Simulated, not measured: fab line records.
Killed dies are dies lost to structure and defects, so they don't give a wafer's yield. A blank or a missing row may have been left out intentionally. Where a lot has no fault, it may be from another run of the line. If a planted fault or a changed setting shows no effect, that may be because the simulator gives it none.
The same fault as seen by 2 desks :: flow berkeley cmos170 :: each desk holds nothing but its own numbers, with what lay behind them at the end

== AT THE METROLOGY DESK ==
Means of the sampled wafers that have a number, per lot and without regard to the tool the lot ran on: this is what the gauges read. A lot is out of limits, marked OUT, if its mean lies more than 4 standard deviations from the usual mean; the brackets give that distance. Shown here are 7 of its 11 readings, the ones lying furthest out on some lot.
Columns: A = NVT_OVL at UCB170_NVT_OVL_MEAS_06, usual 3 nm; B = NVT_TW at UCB170_NVT_TW_MEAS_09, usual 517; C = PVT_OVL at UCB170_PVT_OVL_MEAS_06, usual -1 nm; D = FIELD_OXIDE_LEFT_2_THK at UCB170_FIELD_THK_MEAS_91, usual 354 nm; E = GATE_OXIDE_THK at UCB170_GATE_THK_MEAS_02, usual 6.64 nm; F = GATE_POLY_THK at UCB170_GATE_THK_MEAS_05, usual 215.1 nm; G = cd nm at UCB170_GATE_CD_MEAS_12, usual 349.9 nm
lot: L900
first seen here: day 6 02:40
A: -9
B: 510
C: -10
D: 349
E: 6.90
F: 216.7
G: 348.4

lot: L903
first seen here: day 6 09:54
A: 6
B: 511
C: 5
D: 363
E: 6.72
F: 211.9
G: 349.6

lot: L905
first seen here: day 7 05:10
A: -5
B: 506
C: 3
D: 365
E: 6.52
F: 213.6
G: 349.3

lot: L914
first seen here: day 8 03:07
A: 5
B: 497
C: 3
D: 363
E: 6.91
F: 216.1
G: 350.1

lot: L916
first seen here: day 8 20:41
A: 1
B: 508
C: -1
D: 371
E: 6.52
F: 216.4
G: 350.3

lot: L917
first seen here: day 8 20:43
A: 1
B: 497
C: -2
D: 362
E: 6.59
F: 216.9
G: 346.7
Result from this desk: across the 6 lots, nothing is out of limits.

== DESK OF THE TOOL OWNER: implanter-03 ==
The tool's own readings at UCB170_NVT_IMPLANT_07: means of the sampled wafers that have a number, for each lot that ran on this tool. A lot is out of limits, marked OUT, if its mean lies more than 4 standard deviations from the usual mean; the brackets give that distance.
Columns: A = end station pressure torr at UCB170_NVT_IMPLANT_07, usual 5.02e-06 Torr
lot: L903
first seen here: day 6 20:31
A: 5.11e-06

lot: L914
first seen here: day 8 23:42
A: 4.93e-06

lot: L917
first seen here: day 9 07:54
A: 4.74e-06
Result from this desk: across the 3 lots, nothing is out of limits.

== ALL TOGETHER ==
Nothing out of limits was seen by the metrology desk.
Nothing out of limits was seen by the tool owner's desk.

== WHAT THE SIMULATOR HAD PUT IN ==
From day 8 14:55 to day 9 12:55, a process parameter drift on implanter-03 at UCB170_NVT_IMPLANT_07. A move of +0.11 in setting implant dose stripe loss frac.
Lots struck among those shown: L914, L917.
